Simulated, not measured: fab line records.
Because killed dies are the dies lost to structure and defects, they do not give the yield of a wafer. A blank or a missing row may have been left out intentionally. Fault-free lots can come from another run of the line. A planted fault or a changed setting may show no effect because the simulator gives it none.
Which of the tools did it?    flow berkeley_cmos170    21 wafers from 7 lots sampled at 2 of the route's 331 steps

WHAT THE GAUGES SHOWED, per wafer
UCB170_CONTACT_THK_MEAS_02.
lot   measured      on             CONTACT_PSG_THK (nm)
L289  day 6 18:31   film_metro-02  694 696 704
L291  day 7 07:14   film_metro-04  701 707 708
L293  day 7 16:06   film_metro-02  670 671 676
L295  day 7 17:52   film_metro-04  685 685 689
L304  day 10 11:09  film_metro-02  711 710 706
L309  day 11 01:19  film_metro-02  697 697 699
L311  day 12 01:46  film_metro-02  707 705 705

WHAT TOOL EACH LOT RAN ON (gives the tool, then ch and the chambers of the sampled wafers, and finally the start)
lot   UCB170_CONTACT_CVD_01
L289  lpcvd-01 ch 1, day 6 16:43
L291  lpcvd-01 ch 0, day 7 05:26
L293  lpcvd-02 ch 1, day 7 14:18
L295  lpcvd-02 ch 1, day 7 16:05
L304  lpcvd-01 ch 0, day 10 09:21
L309  lpcvd-02 ch 0, day 10 23:31
L311  lpcvd-01 ch 0, day 11 23:59
- UCB170_CONTACT_CVD_01: deposits PSG from SiH4/O2/PH3, target thk 700 nm, time 2820 s.

THE ANSWER, worked out from the rows above alone
Rule: what is usual is taken from the lots themselves. The widest of any qualifying gaps counts: lots, ordered by their means at a reading, are off when they make up no more than a third of the lots, leave a main group of 4 or more, and stand apart from it by 3 or more times the standard deviation of that group's means. A main group whose means are all the same, to the digits that the tables above print for the reading, isn't used. A lot without any number at a reading at which 4 lots or more have one is off too. All remaining lots with rows at the step are treated as sound.
No lot is off at any reading shown: from this, nothing can be told.

WHAT WAS PUT IN BY THE SIMULATOR
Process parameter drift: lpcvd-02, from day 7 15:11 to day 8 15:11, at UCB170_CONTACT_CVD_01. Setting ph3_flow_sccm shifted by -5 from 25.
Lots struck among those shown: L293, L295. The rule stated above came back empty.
